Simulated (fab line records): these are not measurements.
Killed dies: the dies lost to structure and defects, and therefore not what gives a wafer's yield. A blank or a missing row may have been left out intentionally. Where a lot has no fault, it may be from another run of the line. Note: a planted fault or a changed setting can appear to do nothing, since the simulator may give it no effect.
The tool behind it: which one? :: flow rit cmos :: 14 lots, 42 wafers sampled, at 3 steps of a route of 202

WHAT THE GAUGES SHOWED, per wafer
RIT_GATE_THK_MEAS_09.
lot: L184
measured: day 2 19:35
on: film metro-02
GATE_POLY_THK (nm): 253.0 251.7 251.7

lot: L185
measured: day 2 23:17
on: film metro-01
GATE_POLY_THK (nm): 255.3 252.4 253.2

lot: L186
measured: day 3 04:21
on: film metro-02
GATE_POLY_THK (nm): 252.5 251.6 249.9

lot: L187
measured: day 3 13:46
on: film metro-04
GATE_POLY_THK (nm): 253.2 251.9 251.2

lot: L188
measured: day 3 15:23
on: film metro-02
GATE_POLY_THK (nm): 250.5 250.6 251.0

lot: L189
measured: day 3 18:49
on: film metro-04
GATE_POLY_THK (nm): 245.3 246.0 245.6

lot: L190
measured: day 4 01:13
on: film metro-04
GATE_POLY_THK (nm): 249.9 247.3 250.2

lot: L191
measured: day 4 08:08
on: film metro-02
GATE_POLY_THK (nm): 249.7 247.7 248.6

lot: L192
measured: day 4 14:08
on: film metro-02
GATE_POLY_THK (nm): 252.7 252.8 250.3

lot: L198
measured: day 6 01:40
on: film metro-04
GATE_POLY_THK (nm): 249.6 249.4 249.8

lot: L201
measured: day 6 07:59
on: film metro-04
GATE_POLY_THK (nm): 250.7 250.6 249.5

lot: L200
measured: day 6 16:14
on: film metro-04
GATE_POLY_THK (nm): 249.6 250.0 249.5

lot: L205
measured: day 7 10:54
on: film metro-01
GATE_POLY_THK (nm): 248.1 247.5 247.5

lot: L206
measured: day 7 13:57
on: film metro-04
GATE_POLY_THK (nm): 249.4 250.6 252.9

RIT_CONTACT_CD_MEAS_08 targets a cd of 1000 nm.
lot: L184
measured: day 3 11:26
on: cd sem-01
cd nm (nm): 999.2 1000.4 1001.6

lot: L185
measured: day 3 15:22
on: cd sem-02
cd nm (nm): 999.8 999.2 999.8

lot: L186
measured: day 3 21:15
on: cd sem-01
cd nm (nm): 999.5 998.6 995.9

lot: L187
measured: day 4 06:56
on: cd sem-01
cd nm (nm): 999.5 1000.5 1000.3

lot: L188
measured: day 4 08:48
on: cd sem-02
cd nm (nm): 997.8 995.7 999.0

lot: L189
measured: day 4 10:47
on: cd sem-02
cd nm (nm): 999.6 998.6 999.1

lot: L190
measured: day 4 17:21
on: cd sem-02
cd nm (nm): 1000.1 997.1 1001.2

lot: L191
measured: day 5 00:46
on: cd sem-02
cd nm (nm): 1002.3 1001.3 999.3

lot: L192
measured: day 5 05:55
on: cd sem-02
cd nm (nm): 1000.0 999.7 1001.4

lot: L198
measured: day 6 18:50
on: cd sem-01
cd nm (nm): 999.0 1000.2 1000.1

lot: L201
measured: day 7 01:07
on: cd sem-01
cd nm (nm): 998.0 999.0 999.1

lot: L200
measured: day 7 08:03
on: cd sem-02
cd nm (nm): 1002.5 1001.5 1002.1

lot: L205
measured: day 8 04:55
on: cd sem-02
cd nm (nm): 1000.4 999.4 1000.9

lot: L206
measured: day 8 07:09
on: cd sem-02
cd nm (nm): 1002.1 1001.6 1002.0

RIT_CONTACT_CD_MEAS_90 targets a cd of 1000 nm.
lot: L184
measured: day 3 12:07
on: cd sem-02
cd nm (nm): 999.0 999.7 1001.8

lot: L185
measured: day 3 16:02
on: cd sem-02
cd nm (nm): 999.7 999.4 998.9

lot: L186
measured: day 3 21:56
on: cd sem-01
cd nm (nm): 999.4 998.2 996.0

lot: L187
measured: day 4 07:43
on: cd sem-01
cd nm (nm): 1000.2 1000.2 999.2

lot: L188
measured: day 4 09:28
on: cd sem-02
cd nm (nm): 997.3 995.9 998.8

lot: L189
measured: day 4 11:27
on: cd sem-02
cd nm (nm): 999.2 998.2 999.2

lot: L190
measured: day 4 18:02
on: cd sem-01
cd nm (nm): 999.1 997.1 1001.1

lot: L191
measured: day 5 01:27
on: cd sem-01
cd nm (nm): 1002.2 1001.5 999.6

lot: L192
measured: day 5 06:35
on: cd sem-01
cd nm (nm): 999.4 999.9 1001.4

lot: L198
measured: day 6 19:37
on: cd sem-01
cd nm (nm): 999.0 999.9 1000.0

lot: L201
measured: day 7 01:47
on: cd sem-02
cd nm (nm): 998.4 998.9 999.4

lot: L200
measured: day 7 08:43
on: cd sem-02
cd nm (nm): 1002.6 1002.1 1002.0

lot: L205
measured: day 8 05:35
on: cd sem-01
cd nm (nm): 1000.1 999.9 1001.0

lot: L206
measured: day 8 07:50
on: cd sem-02
cd nm (nm): 1002.0 1001.0 1002.4

TOOL THAT RAN EACH LOT (tool first, then ch and the chambers of the sampled wafers, then the start)
The record shows no process step preceding these readings.

AS READ BY THE TOOLS THEMSELVES (means over the sampled wafers that have a number; for cases with no such wafer, the mark the record gives instead)
The record holds no such reading with a usual standard deviation.

THE ANSWER, worked out from the rows above alone
Rule: the usual values come from the lots themselves. The widest of any qualifying gaps counts: lots, ordered by their means at a reading, are off when they make up no more than a third of the lots, leave a main group of 4 or more, and stand apart from it by 3 or more times the standard deviation of that group's means. A main group whose means are all the same, to the digits that the tables above print for the reading, isn't used. Also off: a lot with no number at a reading for which 4 or more lots have one. All remaining lots with rows at the step are treated as sound. First the gauges in route order, then the tools' own readings, where a lot's mean is used as printed above. At the first step where some lot is off, the reading lying furthest off is the one used; lots without a number count as furthest.
No lot is off on any of the readings shown, so nothing can be concluded from this.

WHAT THE SIMULATOR HAD INSERTED
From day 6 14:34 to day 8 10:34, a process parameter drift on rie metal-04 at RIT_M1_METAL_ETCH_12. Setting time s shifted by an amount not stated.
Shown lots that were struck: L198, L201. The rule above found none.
